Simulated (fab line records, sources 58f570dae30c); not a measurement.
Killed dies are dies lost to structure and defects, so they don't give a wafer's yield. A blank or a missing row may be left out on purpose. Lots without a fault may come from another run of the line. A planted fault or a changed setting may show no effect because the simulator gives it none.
Split-lot experiment | flow berkeley_cmos170 | 5 lots, 23 wafers read, on a route of 331 steps

THE SPLIT
At UCB170_M2_EXPOSE_12 (exposes mask METAL2, target cd 700 nm), the setting dose_mj was moved away from the recipe's 26 on 4 of the 23 wafers read, by -4.0% to +2.3%. The other wafers ran this setting at the recipe's value.

FROM THE SPLIT TO THE READING: what the file shows between them, 6 steps
- UCB170_M2_PEB_13
- UCB170_M2_DEVELOP_14: develop time 45 s
- UCB170_M2_CD_MEAS_15: target cd 700 nm
- UCB170_M2_ETCH_17: etches BARC in N2/H2
- UCB170_M2_METAL_ETCH_18: etches Al in Cl2/BCl3, stops on SiO2, target depth 1170 nm, time 199.2 s
- UCB170_M2_STRIP_19: strips in O2

THE READING
cd_nm, in nm, at UCB170_M2_CD_MEAS_90 (target cd 700 nm). Fault-free wafers of this fab line usually give 700.3 nm, standard deviation 2.7 nm.

wafer  | tool, chamber at the split | dose_mj as run | against the recipe | cd_nm, nm | against lot-mates on the recipe
L079.2 | krf_scanner-02, 0          | 26             | recipe             | 699.2     | -
L079.3 | krf_scanner-02, 0          | 26             | recipe             | 698.6     | -
L079.6 | krf_scanner-02, 0          | 26             | recipe             | 699.8     | -
L080.2 | krf_scanner-01, 0          | 26             | recipe             | 700.8     | -
L080.3 | krf_scanner-01, 0          | 26             | recipe             | 704.0     | -
L080.4 | krf_scanner-01, 0          | 26.61          | +2.3%              | 695.3     | -7.5
L080.5 | krf_scanner-01, 0          | 26.61          | +2.3%              | 693.5     | -9.3
L080.6 | krf_scanner-01, 0          | 26             | recipe             | 703.5     | -
L083.1 | krf_scanner-01, 0          | 26             | recipe             | 701.1     | -
L083.2 | krf_scanner-01, 0          | 26             | recipe             | 704.4     | -
L083.4 | krf_scanner-01, 0          | 24.95          | -4.0%              | 709.9     | +7.7
L083.5 | krf_scanner-01, 0          | 24.95          | -4.0%              | 710.9     | +8.7
L083.6 | krf_scanner-01, 0          | 26             | recipe             | 701.2     | -
L084.1 | krf_scanner-02, 0          | 26             | recipe             | 702.2     | -
L084.2 | krf_scanner-02, 0          | 26             | recipe             | 701.3     | -
L084.3 | krf_scanner-02, 0          | 26             | recipe             | 702.8     | -
L084.4 | krf_scanner-02, 0          | 26             | recipe             | 703.1     | -
L084.6 | krf_scanner-02, 0          | 26             | recipe             | 700.9     | -
L085.1 | krf_scanner-02, 0          | 26             | recipe             | 699.3     | -
L085.3 | krf_scanner-02, 0          | 26             | recipe             | 699.4     | -
L085.4 | krf_scanner-02, 0          | 26             | recipe             | 701.1     | -
L085.5 | krf_scanner-02, 0          | 26             | recipe             | 699.8     | -
L085.6 | krf_scanner-02, 0          | 26             | recipe             | 700.0     | -

THE FIT
A straight line over all 23 wafers: cd_nm changes by -2.45 nm for each +1% of dose_mj; r = -0.90; the points scatter about the line by 1.7 nm.
The same after taking each lot's own level away (the mean of its wafers on the recipe; 23 wafers): -2.44 nm for each +1%; r = -0.93; scatter 1.3 nm.
On that fit, the largest move of dose_mj shifts the reading by 9.9 nm.
The lots' own levels span 699.20 to 702.77 nm, that is 1.3 times the standard deviation above.
So the lot-to-lot level changes the slope little: the two slopes agree.
Check: with one of the wafers moved furthest among these (-4.0%) left out of the fit, the line predicts +10.7 nm for it against its lot-mates. It came out at +7.67 nm against them.

OTHER SPLITS ON THESE WAFERS
These wafers also went through other splits before the reading. Each is held against what the fit with the lots' levels taken away leaves over:
other split on the same wafers | wafers away from the commonest value | r with cd_nm (lot level and that fit taken away)
UCB170_M2_SPUTTER_01 power_w   | 7                                    | +0.12

THE WHOLE CHAIN: every reading that the file lists as answering this split, in the file's order
step                    | what it does                                                             | reading                                                   | change (the file's fit)              | r (the file's)
UCB170_M2_CD_MEAS_15    | target cd 700 nm                                                         | cd_nm                                                     | -1.88 nm for each +1% of the setting | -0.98
UCB170_M2_ETCH_17       | etches BARC in N2/H2                                                     | M2.cd_nm (the simulator's own value, which no gauge read) | -1.9 nm for each +1% of the setting  | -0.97
UCB170_M2_METAL_ETCH_18 | etches Al in Cl2/BCl3, stops on SiO2, target depth 1170 nm, time 199.2 s | M2.cd_nm (the simulator's own value, which no gauge read) | -2.41 nm for each +1% of the setting | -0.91
UCB170_M2_CD_MEAS_90    | target cd 700 nm                                                         | cd_nm                                                     | -2.41 nm for each +1% of the setting | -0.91

THE FILE'S OWN FIT
cd_nm changes by -2.41 nm for each +1% of dose_mj, r = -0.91.
